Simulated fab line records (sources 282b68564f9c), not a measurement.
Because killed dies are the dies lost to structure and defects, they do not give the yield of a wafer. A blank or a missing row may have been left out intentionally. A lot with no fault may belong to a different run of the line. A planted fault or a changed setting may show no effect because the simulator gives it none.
Struck lot and sound lot, side by side -- flow rit_cmos -- 19 steps out of a route of 202
Sound: wafers L976.2, L976.4, L976.6. Wafers L981.1, L981.2, L981.5 were the ones struck. At the end, the cause is stated.
For every step that has rows: the tool of each side, followed by ch and its chambers, followed by its first start. Under that, the readings that differ: sound wafers -- struck wafers -- difference of the means -- sigmas: that difference in standard deviations of wafers without a fault.
alike: same words and numbers on both sides, and readings whose means sit less than 2 such deviations apart. not compared: any withheld reading, any reading some wafer has no value for, any bound like >300 that may hide the same value, and any number with overlapping values for which the record gives no deviation.
A row with sigmas, a row that says differs or no value, or rows on one side alone: a step with any of these is where the two part. Numbers that have no deviation but don't overlap get no sigmas and don't part them. A reading missing from all wafers of one side parts the sides only when that side holds two or more wafers.

RIT_SILICIDE_RS_MEAS_02: measurement is done with a four-point probe.
  struck on film_metro-02, day 6 06:15; sound on film_metro-02, day 5 05:32
  alike: SILICIDE_TI_RS
RIT_SILICIDE_THK_MEAS_03: measures by xrf.
  struck on film_metro-02, day 6 06:22; sound on film_metro-02, day 5 05:39
  alike: SILICIDE_TI_THK
RIT_SILICIDE_RTA_04: time 10 s, ramp up 5 s, ramp down 5 s.
  sound on rtp_anneal-02 ch 0, day 5 05:43; struck on rtp_anneal-01 ch 0, day 6 06:26
reading,sound,struck,difference,sigmas
anneal_temp_c_max,654.7 654.6 653.9,652.5 651.6 652.4,-2.2,-2
  alike: wafer_temp_C_max
then, 1 step without rows for these wafers: RIT_SILICIDE_WET_ETCH_05 (etches Ti in SPM, time 120 s).
RIT_SILICIDE_RTA_06: time 10 s, ramp up 5 s, ramp down 10 s.
  sound on rtp_anneal-01 ch 0, day 5 05:49; struck on rtp_anneal-02 ch 0, day 6 06:32
  alike: anneal_temp_c_max, wafer_temp_C_max
RIT_CONTACT_CVD_00: deposits SiO2 from TEOS, target thk 400 nm, time 61 s.
  sound on pecvd-01 ch 1,2, day 5 05:53; struck on pecvd-04 ch 0,1, day 6 06:37
  alike: heater_power_w
RIT_CONTACT_THK_MEAS_01:
  struck on film_metro-03, day 6 06:40; sound on film_metro-04, day 5 05:56
  alike: CONTACT_TEOS_THK
then, 5 steps without rows for these wafers: RIT_CONTACT_HMDS_02 (prime time 60 s); RIT_CONTACT_COAT_03 (resist thk 1000 nm); RIT_CONTACT_SOFTBAKE_04 (time 60 s); RIT_CONTACT_EXPOSE_05 (exposes mask M11, target cd 1000 nm); RIT_CONTACT_PEB_06.
RIT_CONTACT_DEVELOP_07: develop time 120 s.
  sound on litho_track-03 ch 0, day 5 06:00; struck on litho_track-01 ch 0, day 6 07:00
RIT_CONTACT_CD_MEAS_08 targets a cd of 1000 nm.
  struck on cd_sem-02, day 6 07:58; sound on cd_sem-01, day 5 06:58
reading,sound,struck,difference,sigmas
cd_nm (nm),996.3 998.9 1000.2,946.7 947.7 949.0,-50.7,-17
  not compared: hold
RIT_CONTACT_OVL_MEAS_09:
  struck on overlay-01, day 6 11:20; sound on overlay-02, day 5 07:05
reading,sound,struck,difference,sigmas
hold,- - -,await_dispo/3.2h/release await_dispo/3.2h/release await_dispo/3.2h/release,no value on the sound wafers,
  alike: CONTACT_OVL
then, 1 step without rows for these wafers: RIT_CONTACT_HARDBAKE_10 (time 60 s).
RIT_CONTACT_ETCH_11: etches SiO2 in CHF3/CF4/Ar, stops on TiSi2, target depth 480 nm, time 320 s.
  sound on rie_diel-01 ch 1,2,3, day 5 07:16; struck on rie_diel-02 ch 0,2,3, day 6 11:44
reading,sound,struck,difference,sigmas
model.CONTACT.cd_nm (nm),996.9 998.6 1000,946.1 947.2 949,-51.1,
  alike: CHF3_flow_sccm, drypump_motor_current_A, oes_product_au, throttle_valve_pct
  not compared: rf_hours_counter_h
RIT_CONTACT_STRIP_12: strips in O2, time 180 s.
  sound on plasma_asher-01 ch 0,1, day 5 07:27; struck on plasma_asher-04 ch 0,1, day 6 11:56
  alike: drypump_motor_current_A
  not compared: rf_hours_counter_h
RIT_M1_PROBE_99:
  rows exist in the record for the struck wafers here (prober-01, day 6 17:58), but not for the sound ones

== WHERE THEY PART ==
At RIT_SILICIDE_RTA_04 first; at RIT_M1_PROBE_99 last (within this record only).

WHY: what the simulator had put in
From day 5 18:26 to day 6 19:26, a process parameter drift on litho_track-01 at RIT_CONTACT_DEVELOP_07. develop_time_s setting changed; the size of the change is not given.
